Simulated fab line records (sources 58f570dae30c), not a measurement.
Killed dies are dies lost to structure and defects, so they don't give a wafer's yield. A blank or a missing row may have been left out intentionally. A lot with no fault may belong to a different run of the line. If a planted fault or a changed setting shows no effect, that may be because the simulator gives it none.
fab line records    flow berkeley-cmos170
[record] lots = 6  wafers = 18  last-day = 12
route steps=331 shown V2@298 M3@309
lots untouched by any fault: they come from a run of this same line in which no faults occurred
start-h: hours from the record's opening day to when the first of the lot's shown wafers began    wait-h: how many hours have passed since the lot's step before this one    " same as the row above    L1.1+2: one row covering several wafers at once    - either no value or no given start    * or withheld: withheld    < > ~ a bound
route shown NAME@n: NAME is a module with steps in the file, n the number in the route of the first one    usual: average and standard deviation across the fault-free wafers    same: alike in all rows    chamber/n: place in a boat    sites: each site's reading    _std_site: standard deviation across them    _edge_site: the outer-site mean with the inner-site mean subtracted    radius-mm: for every site, how far away it sits from the centre of the wafer    mask NAME#n: copy n    behind: the last tool/chamber to shape the wafer    hold: why the lot went on hold/how many hours it stayed there/how the hold came to an end    device: the transistor (n, p or np) that didn't switch    end of line: the same wafers' tests at the end of the route    where a step has no rows: the recipe by itself    killed: dies lost to structure and defects at the first sort, not the wafer's yield    map: shows each die of a wafer: x if killed, . if not, _ if none is there
set.NAME: setting as actually run; set.NAME@STEP: the setting as run at that earlier step    model.NAME: the simulator's own value behind a step, which no gauge read
a table for each step, a row for each wafer; lots at some steps of the route
services: from which hour (start-h, from the record's first day; less than 0 if before it) a tool's chamber was out of use, for how many hours, and why
[[steps]]
[step UCB170_V2_HMDS_06]
[recipe] prime-time-s = 60  prime-temp-c = 100
[step UCB170_V2_COAT_07]
[recipe] resist = KrF  spin-rpm = 1500  resist-thk-nm = 900
[step UCB170_V2_SOFTBAKE_08]
[recipe] resist = KrF  temp-c = 130  time-s = 60
[step UCB170_V2_EXPOSE_09]
[recipe] mask-id = VIA2  target-cd-nm = 700  na = 0.5  sigma-outer = 0.6  source-shape = conventional  dose-mj = 37
[step UCB170_V2_PEB_10]
[recipe] peb-temp-c = 130  peb-time-s = withheld  resist = KrF
[step UCB170_V2_DEVELOP_11]
[recipe] developer = TMAH  develop-time-s = 45  resist = KrF  dev-temp-c = 21
[step UCB170_V2_CD_MEAS_12]
[recipe] target-cd-nm = 700
[usual] cd-nm = 700.6/1.3
lot.wafer  tool       chamber  start-h  wait-h  cd-nm
L910.4     cd-sem-02  -        171.85   -       698.0
L910.5     "          -        "        "       698.9
L910.6     "          -        "        "       698.7
L917.1     cd-sem-02  -        221.76   -       701.1
L917.2     "          -        "        "       700.7
L917.3     "          -        "        "       701.4
L915.2     cd-sem-02  -        222.11   -       699.9
L915.3     "          -        "        "       700.4
L915.5     "          -        "        "       701.1
L921.1     cd-sem-01  -        233.15   -       700.5
L921.2     "          -        "        "       699.6
L921.3     "          -        "        "       701.2
L926.1     cd-sem-01  -        258.42   -       700.7
L926.3     "          -        "        "       701.7
L926.6     "          -        "        "       702.5
L932.1     cd-sem-01  -        287.14   -       699.8
L932.2     "          -        "        "       699.6
L932.3     "          -        "        "       699.0
[step UCB170_V2_OVL_MEAS_13]
[usual] V2_OVL = 3/5.7
lot.wafer  tool        chamber  start-h  wait-h  V2_OVL[nm]
L910.4     overlay-01  -        171.93   0.1     2
L910.5     "           -        "        "       1
L910.6     "           -        "        "       3
L917.1     overlay-01  -        221.88   0.1     2
L917.2     "           -        "        "       3
L917.3     "           -        "        "       6
L915.2     overlay-01  -        222.22   0.1     0
L915.3     "           -        "        "       2
L915.5     "           -        "        "       14
L921.1     overlay-01  -        233.27   0.1     2
L921.2     "           -        "        "       6
L921.3     "           -        "        "       6
L926.1     overlay-01  -        258.54   0.1     7
L926.3     "           -        "        "       8
L926.6     "           -        "        "       6
L932.1     overlay-02  -        287.26   0.1     4
L932.2     "           -        "        "       -5
L932.3     "           -        "        "       6
[step UCB170_V2_ETCH_14]
[recipe] chemistry = CHF3/CF4/Ar  target = SiO2  stop-on = Al  CHF3_flow_sccm = 45  cf4-flow-sccm = 15  Ar_flow_sccm = 150  pressure-mtorr = 200  rf-w = 700  target-depth-a = 12500  over-etch-frac = 0.25  time-s = 283.2
[usual] drypump-motor-current-A = 5.8/0.57  oes-product-au = 0.879/0.0089  throttle-valve-pct = 6.97/0.13
lot.wafer  tool         chamber  start-h  wait-h  drypump-motor-current-A  oes-product-au  rf-hours-counter-h  throttle-valve-pct
L910.4     rie-diel-02  2        171.95   0.0     6.2                      0.871           51                  6.86
L910.5     "            3        "        "       6.4                      0.874           -                   6.86
L910.6     "            2        "        "       6.3                      0.877           -                   6.84
L917.1     rie-diel-04  1        221.92   0.0     4.7                      0.889           105                 7.19
L917.2     "            0        "        "       5.8                      0.874           19                  7.01
L917.3     "            2        "        "       6.0                      0.879           2                   7.11
L915.2     rie-diel-01  1        222.25   0.0     5.4                      0.876           64                  6.90
L915.3     "            3        "        "       5.4                      0.868           22                  6.94
L915.5     "            1        "        "       5.4                      0.876           -                   6.89
L921.1     rie-diel-02  0        233.30   0.0     6.6                      0.878           16                  6.73
L921.2     "            3        "        "       6.4                      0.874           22                  6.85
L921.3     "            2        "        "       6.2                      0.877           54                  6.87
L926.1     rie-diel-02  3        258.57   0.0     6.3                      0.873           23                  6.84
L926.3     "            2        "        "       6.2                      0.871           55                  6.86
L926.6     "            0        "        "       6.6                      0.881           -                   6.76
L932.1     rie-diel-04  0        287.29   0.0     5.9                      0.867           22                  7.01
L932.2     "            1        "        "       4.8                      0.889           108                 7.17
L932.3     "            2        "        "       6.0                      0.878           5                   7.10
[step UCB170_V2_STRIP_15]
[recipe] chemistry = O2  power-w = 400  pressure-mtorr = 3500  platen-temp-c = withheld  o2-flow-sccm = 400  overash-fraction = 0.5
[usual] drypump-motor-current-A = 5.7/0.73  oes-product-au = 0.722/0.005  strip-time-to-endpoint-s = 15.53/0.13
lot.wafer  tool             chamber  start-h  wait-h  drypump-motor-current-A  oes-product-au  rf-hours-counter-h  strip-time-to-endpoint-s
L910.4     plasma-asher-01  0        172.16   0.1     6.5                      0.720           -                   15.85
L910.5     "                0        "        "       6.4                      0.725           -                   15.43
L910.6     "                1        "        "       5.1                      0.727           -                   15.85
L917.1     plasma-asher-03  1        222.10   0.1     6.0                      0.724           52                  15.60
L917.2     "                0        "        "       4.9                      0.716           52                  15.38
L917.3     "                1        "        "       6.0                      0.724           -                   15.42
L915.2     plasma-asher-04  0        222.43   0.1     5.1                      0.728           47                  15.71
L915.3     "                1        "        "       6.6                      0.727           -                   15.54
L915.5     "                0        "        "       5.1                      0.724           -                   15.79
L921.1     plasma-asher-03  0        233.48   0.1     4.9                      0.723           54                  15.69
L921.2     "                1        "        "       6.0                      0.720           54                  15.62
L921.3     "                0        "        "       4.9                      0.730           -                   15.83
L926.1     plasma-asher-04  0        258.75   0.1     5.1                      0.720           51                  15.53
L926.3     "                1        "        "       6.6                      0.723           -                   15.79
L926.6     "                0        "        "       5.1                      0.713           -                   15.50
L932.1     plasma-asher-04  0        287.47   0.1     5.1                      0.719           54                  15.40
L932.2     "                1        "        "       6.6                      0.725           54                  15.56
L932.3     "                1        "        "       6.6                      0.716           -                   15.46
[step UCB170_V2_CD_MEAS_90]
[recipe] target-cd-nm = 700
[usual] cd-nm = 700.5/1.5
lot.wafer  tool       chamber  start-h  wait-h  cd-nm
L910.4     cd-sem-02  -        172.28   0.1     697.2
L910.5     "          -        "        "       699.5
L910.6     "          -        "        "       698.6
L917.1     cd-sem-01  -        222.20   0.1     700.2
L917.2     "          -        "        "       699.8
L917.3     "          -        "        "       701.2
L915.2     cd-sem-01  -        222.55   0.1     698.3
L915.3     "          -        "        "       700.3
L915.5     "          -        "        "       700.5
L921.1     cd-sem-01  -        233.58   0.1     700.1
L921.2     "          -        "        "       700.4
L921.3     "          -        "        "       701.1
L926.1     cd-sem-02  -        258.85   0.1     701.7
L926.3     "          -        "        "       700.9
L926.6     "          -        "        "       702.1
L932.1     cd-sem-02  -        287.57   0.1     700.9
L932.2     "          -        "        "       699.2
L932.3     "          -        "        "       699.4
[step UCB170_M3_PRE_CLEAN_00]
[recipe] gas = Ar  preclean-etch-time-s = 60
[step UCB170_M3_SPUTTER_01]
[recipe] material = Al  target-thk-nm = 900  time-s = 120  power-w = 6000  chamber-pressure-pa = 0.5
[usual] cathode-dc-power-W = 6000.0/1.1  throttle-valve-pct = 30.6/1.2
lot.wafer  tool            chamber  start-h  wait-h  cathode-dc-power-W  throttle-valve-pct  model.Al_of_M3_SPUTTER_01.thk-nm
L910.4     pvd-sputter-01  -        172.41   0.0     6003.0              31.6                907.4
L910.5     "               -        "        "       6002.5              28.6                915.4
L910.6     "               -        "        "       5999.6              29.4                923.6
L917.1     pvd-sputter-03  -        222.38   0.0     5999.3              28.8                920.8
L917.2     "               -        "        "       6000.6              30.8                918.6
L917.3     "               -        "        "       6002.8              32.0                913.2
L915.2     pvd-sputter-01  -        222.71   0.0     6000.3              32.8                685.8
L915.3     "               -        "        "       6000.8              28.8                670.3
L915.5     "               -        "        "       6001.3              28.6                670.7
L921.1     pvd-sputter-01  -        233.77   0.0     6000.8              28.7                668.4
L921.2     "               -        "        "       5999.5              29.6                682.4
L921.3     "               -        "        "       5999.1              31.7                661.7
L926.1     pvd-sputter-04  -        259.04   0.0     6000.0              30.8                909
L926.3     "               -        "        "       5998.0              30.2                902.4
L926.6     "               -        "        "       6001.2              31.0                899.7
L932.1     pvd-sputter-04  -        287.76   0.0     6001.3              30.8                884.7
L932.2     "               -        "        "       6000.7              29.9                881.8
L932.3     "               -        "        "       6000.2              30.8                874.1
[step UCB170_M3_RS_MEAS_02]
[recipe] thk-meas-gauge = four-point-probe  reads = Al_of_M3_SPUTTER_01
[usual] M3_AL_RS = 0.0320/0.00041
lot.wafer  tool           chamber  start-h  wait-h  M3_AL_RS[ohm/sq]
L910.4     film-metro-03  -        172.57   0.1     0.0319
L910.5     "              -        "        "       0.0317
L910.6     "              -        "        "       0.0314
L917.1     film-metro-01  -        222.47   0.0     0.0314
L917.2     "              -        "        "       0.0315
L917.3     "              -        "        "       0.0317
L915.2     film-metro-04  -        222.82   0.1     0.0424
L915.3     "              -        "        "       0.0433
L915.5     "              -        "        "       0.0433
L921.1     film-metro-04  -        233.85   0.0     0.0435
L921.2     "              -        "        "       0.0426
L921.3     "              -        "        "       0.0439
L926.1     film-metro-01  -        259.12   0.0     0.0318
L926.3     "              -        "        "       0.0320
L926.6     "              -        "        "       0.0321
L932.1     film-metro-03  -        287.84   0.0     0.0328
L932.2     "              -        "        "       0.0328
L932.3     "              -        "        "       0.0332
[step UCB170_M3_THK_MEAS_03]
[recipe] thk-meas-gauge = xrf  reads = Al_of_M3_SPUTTER_01
[usual] M3_AL_THK = 903/12
lot.wafer  tool           chamber  start-h  wait-h  M3_AL_THK[nm]
L910.4     film-metro-03  -        172.66   0.1     905
L910.5     "              -        "        "       919
L910.6     "              -        "        "       928
L917.1     film-metro-01  -        222.59   0.1     919
L917.2     "              -        "        "       916
L917.3     "              -        "        "       914
L915.2     film-metro-04  -        222.93   0.1     688
L915.3     "              -        "        "       670
L915.5     "              -        "        "       673
L921.1     film-metro-04  -        233.97   0.1     671
L921.2     "              -        "        "       684
L921.3     "              -        "        "       660
L926.1     film-metro-01  -        259.24   0.1     901
L926.3     "              -        "        "       899
L926.6     "              -        "        "       897
L932.1     film-metro-03  -        287.96   0.1     879
L932.2     "              -        "        "       877
L932.3     "              -        "        "       871
[step UCB170_M3_HMDS_04]
[recipe] prime-time-s = 60  prime-temp-c = 100
[step UCB170_M3_COAT_05]
[recipe] resist = KrF  spin-rpm = 1500  resist-thk-nm = 900
[step UCB170_M3_SOFTBAKE_06]
[recipe] resist = KrF  temp-c = 130  time-s = 60
[step UCB170_M3_STRIP_07]
[recipe] chemistry = O2  power-w = 400  pressure-mtorr = 3500  platen-temp-c = withheld  o2-flow-sccm = 400  overash-fraction = 0.5
[usual] drypump-motor-current-A = 5.9/0.59  oes-product-au = 0.735/0.0047  strip-time-to-endpoint-s = 22.02/0.058
lot.wafer  tool             chamber  start-h  wait-h  drypump-motor-current-A  oes-product-au  rf-hours-counter-h  strip-time-to-endpoint-s
L910.4     plasma-asher-04  1        173.18   0.1     6.6                      0.731           -                   22.02
L910.5     "                1        "        "       6.6                      0.737           -                   21.95
L910.6     "                0        "        "       5.1                      0.737           -                   21.99
L917.1     plasma-asher-04  1        223.11   0.1     6.6                      0.736           47                  22.01
L917.2     "                0        "        "       5.1                      0.744           47                  21.99
L917.3     "                1        "        "       6.6                      0.731           -                   21.99
L915.2     plasma-asher-04  1        223.64   0.1     6.6                      0.732           47                  22.08
L915.3     "                0        "        "       5.1                      0.726           -                   22.04
L915.5     "                1        "        "       6.6                      0.731           -                   22.08
L921.1     plasma-asher-02  0        235.06   0.1     6.3                      0.730           45                  22.04
L921.2     "                1        "        "       5.9                      0.737           45                  22.11
L921.3     "                0        "        "       6.2                      0.737           -                   22.07
L926.1     plasma-asher-02  1        259.75   0.1     5.9                      0.740           48                  21.98
L926.3     "                1        "        "       5.9                      0.737           -                   21.97
L926.6     "                0        "        "       6.2                      0.744           -                   22.00
L932.1     plasma-asher-02  1        288.47   0.1     5.9                      0.730           51                  21.89
L932.2     "                0        "        "       6.3                      0.726           51                  21.94
L932.3     "                0        "        "       6.2                      0.739           -                   21.90
[step UCB170_M3_STRIP_08]
[recipe] chemistry = DMSO  temp-c = 80  time-s = 600  material = KrF
[step UCB170_M3_COAT_09]
[recipe] resist = BARC  temp-c = withheld  time-s = withheld  spin-rpm = 3000  resist-thk-nm = withheld
[step UCB170_M3_COAT_10]
[recipe] resist = KrF  spin-rpm = 1500  resist-thk-nm = 900
[step UCB170_M3_SOFTBAKE_11]
[recipe] resist = KrF  temp-c = 130  time-s = 60
[step UCB170_M3_EXPOSE_12]
[recipe] mask-id = METAL3  target-cd-nm = 700  na = 0.5  sigma-outer = 0.6  source-shape = conventional  dose-mj = 26
[step UCB170_M3_PEB_13]
[recipe] peb-temp-c = 130  peb-time-s = withheld  resist = KrF
[step UCB170_M3_DEVELOP_14]
[recipe] developer = TMAH  develop-time-s = 45  resist = KrF  dev-temp-c = 21
[step UCB170_M3_CD_MEAS_15]
[recipe] target-cd-nm = 700
[usual] cd-nm = 699.9/1.6
lot.wafer  tool       chamber  start-h  wait-h  cd-nm
L910.4     cd-sem-02  -        174.49   -       700.9
L910.5     "          -        "        "       699.0
L910.6     "          -        "        "       700.5
L917.1     cd-sem-01  -        225.82   -       702.3
L917.2     "          -        "        "       701.2
L917.3     "          -        "        "       699.3
L915.2     cd-sem-02  -        226.31   -       698.4
L915.3     "          -        "        "       699.6
L915.5     "          -        "        "       698.1
L921.1     cd-sem-01  -        236.18   -       701.9
L921.2     "          -        "        "       703.4
L921.3     "          -        "        "       702.1
L926.1     cd-sem-02  -        261.58   -       699.3
L926.3     "          -        "        "       697.1
L926.6     "          -        "        "       698.5
L932.1     cd-sem-01  -        289.80   -       699.6
L932.2     "          -        "        "       699.6
L932.3     "          -        "        "       698.4
[step UCB170_M3_OVL_MEAS_16]
[usual] M3_OVL = 0/5.7
lot.wafer  tool        chamber  start-h  wait-h  M3_OVL[nm]
L910.4     overlay-02  -        174.57   0.1     4
L910.5     "           -        "        "       3
L910.6     "           -        "        "       5
L917.1     overlay-01  -        225.94   0.1     -4
L917.2     "           -        "        "       -11
L917.3     "           -        "        "       -8
L915.2     overlay-02  -        226.41   0.1     -2
L915.3     "           -        "        "       0
L915.5     "           -        "        "       -4
L921.1     overlay-01  -        236.30   0.1     15
L921.2     "           -        "        "       3
L921.3     "           -        "        "       8
L926.1     overlay-01  -        261.70   0.1     -10
L926.3     "           -        "        "       -3
L926.6     "           -        "        "       5
L932.1     overlay-02  -        289.92   0.1     7
L932.2     "           -        "        "       8
L932.3     "           -        "        "       7
[step UCB170_M3_ETCH_17]
[recipe] chemistry = N2/H2  target-depth-a = withheld  overetch-a = withheld  target = BARC  time-s = withheld  source-w = 500  bias-w = 100  pressure-mtorr = 30  n2-flow-sccm = 100  h2-flow-sccm = 200
[usual] drypump-motor-current-A = 5.8/0.52  oes-product-au = 0.987/0.017  throttle-valve-pct = 13.19/0.15
lot.wafer  tool         chamber  start-h  wait-h  drypump-motor-current-A  oes-product-au  throttle-valve-pct
L910.4     rie-diel-01  0        174.59   0.0     5.9                      0.999           13.19
L910.5     "            2        "        "       6.8                      0.987           13.22
L910.6     "            1        "        "       5.4                      0.982           13.20
L917.1     rie-diel-01  3        225.97   0.0     5.3                      1.006           13.36
L917.2     "            1        "        "       5.4                      0.980           13.21
L917.3     "            0        "        "       5.9                      1.003           13.20
L915.2     rie-diel-02  3        226.44   0.0     6.3                      0.991           13.17
L915.3     "            1        "        "       5.8                      1.011           13.42
L915.5     "            3        "        "       6.3                      0.986           13.20
L921.1     rie-diel-01  0        236.34   0.0     5.9                      0.999           13.22
L921.2     "            1        "        "       5.4                      0.979           13.21
L921.3     "            3        "        "       5.4                      0.995           13.38
L926.1     rie-diel-01  3        261.74   0.0     5.4                      1.006           13.37
L926.3     "            2        "        "       6.8                      0.959           13.27
L926.6     "            3        "        "       5.4                      1.004           13.37
L932.1     rie-diel-03  0        289.96   0.0     4.8                      0.987           13.37
L932.2     "            2        "        "       5.2                      0.983           13.15
L932.3     "            1        "        "       5.7                      0.971           13.17
[step UCB170_M3_METAL_ETCH_18]
[recipe] chemistry = Cl2/BCl3  target = Al  stop-on = SiO2  pressure-mtorr = 12  target-depth-a = 11700  over-etch-frac = 0.3  time-s = 195  icp-w = 600  bias-w = 116.8  Cl2_flow_sccm = 90  bcl3-flow-sccm = 45
[usual] bcl3-flow-sccm = 44.99/0.13  drypump-motor-current-A = 5.8/0.6  oes-product-au = 0.864/0.013  throttle-valve-pct = 24.43/0.26
lot.wafer  tool          chamber  start-h  wait-h  bcl3-flow-sccm  drypump-motor-current-A  oes-product-au  rf-hours-counter-h  throttle-valve-pct
L910.4     rie-metal-03  0        174.69   -       44.99           6.6                      0.880           -                   24.48
L910.5     "             0        "        "       45.03           6.6                      0.885           -                   24.50
L910.6     "             1        "        "       45.13           5.1                      0.850           -                   24.81
L917.1     rie-metal-01  1        226.02   -       45.18           5.7                      0.869           11                  24.43
L917.2     "             0        "        "       45.03           6.3                      0.874           7                   24.65
L917.3     "             0        "        "       44.92           6.3                      0.870           -                   24.63
L915.2     rie-metal-03  1        226.49   -       44.99           5.0                      0.723           13                  24.85
L915.3     "             1        "        "       45.11           5.0                      0.723           -                   24.85
L915.5     "             0        "        "       44.90           6.6                      0.753           -                   24.57
L921.1     rie-metal-01  0        236.38   -       45.21           6.2                      0.746           7                   24.71
L921.2     "             1        "        "       45.13           5.7                      0.736           12                  24.47
L921.3     "             1        "        "       44.91           5.7                      0.728           -                   24.48
L926.1     rie-metal-04  0        261.78   -       44.99           5.9                      0.863           6                   24.03
L926.3     "             1        "        "       44.76           4.9                      0.861           -                   24.20
L926.6     "             1        "        "       44.67           4.9                      0.863           -                   24.19
L932.1     rie-metal-01  1        290.00   -       45.08           5.7                      0.856           1                   24.32
L932.2     "             0        "        "       45.13           6.3                      0.851           9                   24.65
L932.3     "             1        "        "       45.14           5.7                      0.849           -                   24.34
[step UCB170_M3_STRIP_19]
[recipe] chemistry = O2  power-w = 400  pressure-mtorr = 3500  platen-temp-c = withheld  o2-flow-sccm = 400  overash-fraction = 0.5
[usual] drypump-motor-current-A = 5.9/0.62  oes-product-au = 0.550/0.014
lot.wafer  tool             chamber  start-h  wait-h  drypump-motor-current-A  oes-product-au  rf-hours-counter-h
L910.4     plasma-asher-04  0        174.85   0.1     5.1                      0.553           -
L910.5     "                0        "        "       5.1                      0.552           -
L910.6     "                1        "        "       6.6                      0.547           -
L917.1     plasma-asher-01  1        226.20   0.1     5.1                      0.535           12
L917.2     "                0        "        "       6.4                      0.546           12
L917.3     "                0        "        "       6.4                      0.548           -
L915.2     plasma-asher-02  1        226.67   0.1     5.9                      0.565           44
L915.3     "                1        "        "       5.9                      0.564           -
L915.5     "                1        "        "       5.9                      0.562           -
L921.1     plasma-asher-04  0        236.57   0.1     5.1                      0.548           49
L921.2     "                1        "        "       6.6                      0.539           49
L921.3     "                1        "        "       6.7                      0.541           -
L926.1     plasma-asher-01  0        261.97   0.1     6.4                      0.555           16
L926.3     "                1        "        "       5.1                      0.524           -
L926.6     "                1        "        "       5.1                      0.527           -
L932.1     plasma-asher-02  0        290.19   0.1     6.2                      0.542           51
L932.2     "                1        "        "       5.9                      0.549           51
L932.3     "                0        "        "       6.2                      0.540           -
[step UCB170_M3_PROBE_99]
lot.wafer  tool       chamber  start-h  wait-h  model.etest.antenna-m3.vt-shift-v
L917.1     prober-01  -        226.54   0.1     -0.01132
L917.2     prober-01  -        226.59   0.1     -0.01606
L917.3     prober-01  -        226.64   0.2     -0.00965
L915.2     prober-02  -        227.06   0.1     -0.01843
L915.3     prober-02  -        227.11   0.2     -0.024
L915.5     prober-02  -        227.21   0.2     -0.01835
L921.1     prober-01  -        236.94   0.1     -0.01994
L921.2     prober-01  -        236.99   0.1     -0.02197
L921.3     prober-01  -        237.04   0.2     -0.01573
L926.1     prober-02  -        262.31   0.1     -0.01116
L926.3     prober-02  -        262.41   0.2     -0.01657
L926.6     prober-02  -        262.56   0.2     -0.01408
L932.1     prober-01  -        290.53   0.1     -0.01298
L932.2     prober-01  -        290.58   0.1     -0.01675
L932.3     prober-01  -        290.63   0.2     -0.01383
// killed by level:class
L917.1 GATE:geometric-particle:short=1
L917.2 WELLDRIVE:geometric-particle:short=1 ACTIVE:geometric-particle:short=1 FIELD:geometric-particle:short=1 GATE:geometric-particle:open=1 CONTACT:geometric-particle:short=1 M3:geometric-particle:open=1
L917.3 WELLDRIVE:geometric-particle:short=1 SACOX:geometric-particle:open=1 GATE:geometric-particle:short=1 GATE:geometric-particle:open=1 SPACER:geometric-particle:short=1 V1:geometric-particle:short=1 ACTIVE:area-etch=1 NWELL:area-etch=1
L921.1 M1:geometric-particle:short=1 V2:geometric-particle:short=1 V2:geometric-particle:open=1
L921.2 START:geometric-particle:short=1 WELLDRIVE:geometric-particle:short=1 FIELD:geometric-particle:open=1 SCREENOX:geometric-particle:open=1 SCREENOX:geometric-particle:short=1 GATE:geometric-particle:open=1 V1:geometric-particle:short=1 M2:geometric-particle:short=1
L921.3 WELLDRIVE:geometric-particle:open=1 GATE:geometric-particle:open=1 M3:geometric-particle:short=1
L926.1 SPACER:geometric-particle:open=2 CONTACT:geometric-particle:open=1
L926.3 START:geometric-particle:short=1 SILICIDE:geometric-particle:open=1 V1:geometric-particle:short=1 M2:geometric-particle:short=1
L926.6 SPACER:geometric-particle:open=1
L932.1 GATE:geometric-particle:open=2 ACTIVE:area-etch=1
L932.2 GATE:geometric-particle:short=1
L932.3 GATE:geometric-particle:open=1 SILICIDE:geometric-particle:short=1 M3:geometric-particle:short=1
[[services]]
tool             chamber  start-h  hours  kind
rie-metal-04     1        147.99   1.0    repair
pvd-sputter-04   -        159.37   0.6    repair
rie-diel-04      -        168.62   0.3    repair
rie-diel-04      -        188.62   0.2    repair
rie-diel-02      1        189.40   4.4    repair
rie-metal-01     1        211.30   1.6    repair
rie-diel-01      2        217.69   -      clean
rie-diel-01      2        217.69   15.9   scheduled-down
rie-diel-01      2        217.69   15.9   vent-cycle
plasma-asher-01  -        219.53   4.8    repair
plasma-asher-02  -        223.58   2.8    repair
rie-metal-04     -        226.35   0.8    repair
pvd-sputter-01   -        241.82   1.3    repair
rie-diel-03      0        244.19   34.4   repair
rie-diel-03      -        246.21   2.8    pm
rie-metal-01     1        257.71   -      clean
rie-diel-04      -        261.44   4.3    pm
pvd-sputter-01   -        263.31   2.3    repair
rie-diel-04      2        266.71   1.5    repair
rie-metal-04     -        272.44   1.0    repair
plasma-asher-03  -        273.42   2.8    pm
rie-diel-03      2        277.65   6.0    repair
rie-diel-01      1        280.82   7.1    repair
rie-diel-02      2        283.26   1.7    repair
[[key]]
[first-sign] step = UCB170_M3_RS_MEAS_02  reading = M3_AL_RS  direction = up  sigmas = 27  usual = 0.0320  struck = 0.0432
[effect] step = UCB170_M3_THK_MEAS_03  reading = M3_AL_THK  direction = down  sigmas = 19  usual = 903  struck = 674
[effect] step = UCB170_M3_METAL_ETCH_18  reading = oes-product-au  direction = down  sigmas = 9.6  usual = 0.864  struck = 0.735
[model-effect] step = UCB170_M3_SPUTTER_01  value = Al_of_M3_SPUTTER_01.thk-nm  without = 895.4  struck = 673.2
[model-effect] step = UCB170_M3_PROBE_99  value = etest.antenna-m3.vt-shift-v  without = -0.01407  struck = -0.01974
met-at UCB170_M3_SPUTTER_01
struck-wafers L915.2,L915.3,L915.5,L921.1,L921.2,L921.3
sort-left-out L915.2,L915.3,L915.5
onset-between 172.41 222.71
[fault] kind = process-parameter-drift  tool = pvd-sputter-01  chamber = -  onset-h = 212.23  steps = UCB170_M3_SPUTTER_01  channel = target-thk-nm  offset = -222.21  shape = step  end-h = 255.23  acts-in = these-recipes-only  stated = 900
// sort-left-out: the simulated sort isn't trusted on such a fault, so these wafers' sort isn't shown, and their yield isn't known
